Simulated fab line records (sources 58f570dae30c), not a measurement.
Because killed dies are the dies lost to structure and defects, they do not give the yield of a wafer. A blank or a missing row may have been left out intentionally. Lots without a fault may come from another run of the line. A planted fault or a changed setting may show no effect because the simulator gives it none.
Which tool is to blame? | flow berkeley cmos170 | 42 wafers from 14 lots sampled at 6 of the route's 331 steps

WHAT EACH GAUGE READ, for each wafer
UCB170_NWELL_TW_MEAS_16. Usual: NWELL_TW typically reads 1255, with standard deviation 10.
lot  | measured    | on            | NWELL_TW       | flag
L385 | day 2 08:27 | film metro-03 | 1256 1263 1264 |
L384 | day 2 08:41 | film metro-01 | 1269 1269 1265 |
L386 | day 2 15:20 | film metro-04 | 1249 1252 1254 |
L390 | day 3 08:53 | film metro-01 | 1265 1268 1272 |
L389 | day 3 09:08 | film metro-01 | 1273 1263 1276 |
L392 | day 4 01:16 | film metro-04 | 1243 1245 1247 |
L394 | day 4 07:50 | film metro-03 | 1258 1257 1257 |
L395 | day 4 11:47 | film metro-01 | 1271 1269 1273 |
L397 | day 5 03:17 | film metro-04 | 1249 1247 1249 |
L400 | day 5 07:47 | film metro-03 | 1254 1253 1257 |
L399 | day 5 08:02 | film metro-04 | 1246 1249 1245 |
L403 | day 6 03:34 | film metro-04 | 1243 1243 1252 |
L404 | day 6 08:11 | film metro-03 | 1256 1260 1254 |
L406 | day 6 19:25 | film metro-03 | 1258 1264 1258 |

UCB170_FIELD_THK_MEAS_90. Usual: FIELD_OXIDE_LEFT_1_THK typically reads 440 nm, with standard deviation 8.6.
lot  | measured    | on            | FIELD_OXIDE_LEFT_1_THK (nm) | flag
L385 | day 4 20:56 | film metro-02 | 432 430 430                 |
L384 | day 4 20:52 | film metro-02 | 455 444 450                 |
L386 | day 4 20:56 | film metro-04 | 433 426 434                 |
L390 | day 5 19:23 | film metro-04 | 446 448 452                 |
L389 | day 5 21:04 | film metro-04 | 441 441 437                 |
L392 | day 6 18:54 | film metro-04 | 441 437 447                 |
L394 | day 6 18:55 | film metro-02 | 450 446 453                 |
L395 | day 6 18:58 | film metro-04 | 429 433 422                 |
L397 | day 7 22:24 | film metro-04 | 425 443 448                 |
L400 | day 7 13:38 | film metro-02 | 430 428 429                 |
L399 | day 7 13:39 | film metro-03 | 433 421 415                 |
L403 | day 8 14:51 | film metro-04 | 440 442 435                 |
L404 | day 8 20:23 | film metro-02 | 437 447 431                 |
L406 | day 9 08:51 | film metro-02 | 441 444 430                 |

UCB170_NLDD_TW_MEAS_11. Usual: NLDD_TW typically reads 2233, with standard deviation 13.
lot  | measured     | on            | NLDD_TW        | flag
L385 | day 6 02:17  | film metro-02 | 2230 2219 2220 |
L384 | day 6 01:44  | film metro-02 | 2214 2229 2219 |
L386 | day 6 01:25  | film metro-01 | 2221 2216 2218 |
L390 | day 7 03:38  | film metro-01 | 2249 2240 2239 |
L389 | day 7 03:44  | film metro-02 | 2223 2219 2223 |
L392 | day 8 04:10  | film metro-02 | 2166 2168 2149 | OFF
L394 | day 8 04:45  | film metro-02 | 2228 2231 2228 |
L395 | day 8 05:28  | film metro-03 | 2146 2157 2149 | OFF
L397 | day 9 07:39  | film metro-01 | 2255 2241 2245 |
L400 | day 9 02:57  | film metro-01 | 2244 2239 2250 |
L399 | day 9 03:22  | film metro-01 | 2245 2245 2245 |
L403 | day 9 20:51  | film metro-03 | 2243 2240 2234 |
L404 | day 10 06:05 | film metro-02 | 2223 2223 2217 |
L406 | day 10 20:52 | film metro-02 | 2230 2220 2221 |

UCB170_SDANNEAL_RS_MEAS_05: a four-point-probe measurement. Usual: NLDD_RS typically reads 616.0 ohm/sq, with standard deviation 1.6.
lot  | measured     | on            | NLDD_RS (ohm/sq)  | flag
L385 | day 6 11:43  | film metro-01 | 615.7 614.3 616.1 |
L384 | day 6 12:13  | film metro-03 | 614.1 615.8 615.6 |
L386 | day 6 11:57  | film metro-02 | 619.0 618.7 619.7 |
L390 | day 7 12:37  | film metro-03 | 617.5 617.6 616.2 |
L389 | day 7 12:16  | film metro-01 | 615.4 615.3 615.2 |
L392 | day 8 16:11  | film metro-03 | 666.3 665.4 665.9 | OFF
L394 | day 8 14:53  | film metro-02 | 617.1 617.2 615.5 |
L395 | day 8 15:31  | film metro-01 | 666.8 666.2 666.2 | OFF
L397 | day 9 17:46  | film metro-01 | 613.4 615.1 614.6 |
L400 | day 9 15:32  | film metro-03 | 612.7 613.7 614.6 |
L399 | day 9 16:14  | film metro-03 | 615.7 617.8 616.2 |
L403 | day 10 08:05 | film metro-01 | 615.2 615.1 616.3 |
L404 | day 10 16:20 | film metro-01 | 618.4 617.7 617.8 |
L406 | day 11 09:55 | film metro-01 | 615.4 614.0 614.7 |

TOOL THAT RAN EACH LOT (tool first, then ch and the chambers of the sampled wafers, then the start)
lot  | UCB170_NLDD_IMPLANT_08          | UCB170_BACKSIDE_STRIP_03
L385 | implanter-04 ch 0, day 6 01:53  | plasma asher-02 ch 0,1, day 6 10:57
L384 | implanter-03 ch 0, day 6 01:20  | plasma asher-04 ch 0,1, day 6 11:26
L386 | implanter-04 ch 0, day 6 01:01  | plasma asher-01 ch 1, day 6 11:11
L390 | implanter-03 ch 0, day 7 03:16  | plasma asher-02 ch 0,1, day 7 11:50
L389 | implanter-02 ch 0, day 7 03:20  | plasma asher-01 ch 0,1, day 7 11:29
L392 | implanter-04 ch 0, day 8 03:46  | plasma asher-02 ch 0,1, day 8 15:26
L394 | implanter-02 ch 0, day 8 04:23  | plasma asher-02 ch 0,1, day 8 14:06
L395 | implanter-04 ch 0, day 8 05:05  | plasma asher-02 ch 0,1, day 8 14:44
L397 | implanter-03 ch 0, day 9 07:17  | plasma asher-04 ch 0,1, day 9 17:00
L400 | implanter-03 ch 0, day 9 02:34  | plasma asher-01 ch 0,1, day 9 14:41
L399 | implanter-02 ch 0, day 9 03:01  | plasma asher-04 ch 0,1, day 9 15:26
L403 | implanter-03 ch 0, day 9 20:29  | plasma asher-02 ch 0,1, day 10 07:18
L404 | implanter-02 ch 0, day 10 05:43 | plasma asher-04 ch 0,1, day 10 15:33
L406 | implanter-03 ch 0, day 10 20:31 | plasma asher-02 ch 0,1, day 11 07:13
- UCB170_NLDD_IMPLANT_08
- UCB170_BACKSIDE_STRIP_03: strips in O2.

AS READ BY THE TOOLS THEMSELVES (means over the sampled wafers that have a number; for cases with no such wafer, the mark the record gives instead)
UCB170_NLDD_IMPLANT_08. Usual: beam on s 9.99 s, standard deviation 0.2; dose ions cm2 5.001e+13, standard deviation 5.2e+10; faraday current uA 159, standard deviation 3.2; tilt deg 7.006 degrees, standard deviation 0.017.
lot  | tool         | beam on s (s) | dose ions cm2 | faraday current uA | tilt deg (degrees) | flag
L385 | implanter-04 | 9.88          | 4.997e+13     | 160                | 7.007              |
L384 | implanter-03 | 9.94          | 5.001e+13     | 159                | 6.992              |
L386 | implanter-04 | 9.93          | 4.998e+13     | 160                | 6.994              |
L390 | implanter-03 | 10.02         | 4.998e+13     | 159                | 7.002              |
L389 | implanter-02 | 9.88          | 5.008e+13     | 160                | 6.989              |
L392 | implanter-04 | 9.97          | 3.895e+13     | 124                | 6.998              | OFF
L394 | implanter-02 | 9.88          | 5.005e+13     | 161                | 7.014              |
L395 | implanter-04 | 9.92          | 3.898e+13     | 125                | 6.991              | OFF
L397 | implanter-03 | 10.06         | 4.996e+13     | 158                | 7.007              |
L400 | implanter-03 | 10.19         | 5.005e+13     | 155                | 6.999              |
L399 | implanter-02 | 9.98          | 5.000e+13     | 159                | 6.993              |
L403 | implanter-03 | 9.89          | 5.001e+13     | 160                | 6.996              |
L404 | implanter-02 | 9.99          | 5.005e+13     | 159                | 7.031              |
L406 | implanter-03 | 10.02         | 4.996e+13     | 158                | 7.018              |

UCB170_BACKSIDE_STRIP_03. Usual: drypump motor current A 5.8 A, standard deviation 0.61; oes product au 0.734 a.u., standard deviation 0.0048; strip time to endpoint s 21.98 s, standard deviation 0.057.
lot  | tool            | drypump motor current A (A) | oes product au (a.u.) | strip time to endpoint s (s) | flag
L385 | plasma asher-02 | 6.6                         | 0.735                 | 21.91                        |
L384 | plasma asher-04 | 5.4                         | 0.733                 | 21.93                        |
L386 | plasma asher-01 | 5.8                         | 0.733                 | 22.00                        |
L390 | plasma asher-02 | 6.5                         | 0.730                 | 22.00                        |
L389 | plasma asher-01 | 5.5                         | 0.738                 | 22.01                        |
L392 | plasma asher-02 | 6.6                         | 0.736                 | 22.00                        |
L394 | plasma asher-02 | 6.5                         | 0.733                 | 22.05                        |
L395 | plasma asher-02 | 6.5                         | 0.739                 | 21.94                        |
L397 | plasma asher-04 | 5.4                         | 0.736                 | 21.97                        |
L400 | plasma asher-01 | 5.5                         | 0.734                 | 22.04                        |
L399 | plasma asher-04 | 5.2                         | 0.731                 | 21.94                        |
L403 | plasma asher-02 | 6.5                         | 0.737                 | 21.98                        |
L404 | plasma asher-04 | 5.4                         | 0.730                 | 22.04                        |
L406 | plasma asher-02 | 6.5                         | 0.733                 | 21.96                        |

THE ANSWER, worked out from the rows above alone
Rule: a lot is off if the mean of its wafers that have a number lies more than 3 standard deviations from the usual mean. A lot without any number at a reading at which 4 lots or more have one is off too. The other lots that the step has rows for count as sound. After the gauges, taken in route order, come the tools' own readings; for these a lot's mean is taken, as printed above. The first step at which some lot is off is used, and at that step the reading that is off furthest; a lot without a number counts as furthest.
Off: L392, L395, seen at UCB170_NLDD_TW_MEAS_11 (NLDD_TW).
If a tool, at a process step before that reading, ran all the lots that are off and no sound lot after the first of them, it fits. Not tried: the gauges at UCB170_NLDD_TW_MEAS_11; whatever is off there is also off at UCB170_NLDD_IMPLANT_08, on other tools, and gauge error can't account for it. One fits: UCB170_NLDD_IMPLANT_08 on implanter-04. A fault onset in the window from L385 (day 6 01:53, its last sound lot) to L392 (day 8 03:46, its first lot off) fits.
The tool's own readings at UCB170_NLDD_IMPLANT_08 bear it out: on the lots that are off they differ by more than 5 times the standard deviation of the sound lots' means. dose ions cm2 reads 3.896e+13 there against 5.001e+13 on the sound lots; faraday current uA reads 124 there against 159 on the sound lots.

WHAT THE SIMULATOR HAD PUT IN
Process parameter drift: implanter-04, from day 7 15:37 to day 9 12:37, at UCB170_NLDD_IMPLANT_08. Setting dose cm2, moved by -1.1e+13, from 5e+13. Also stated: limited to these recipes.
Struck lots among those shown: L392, L395. The rule above reached the same finding.
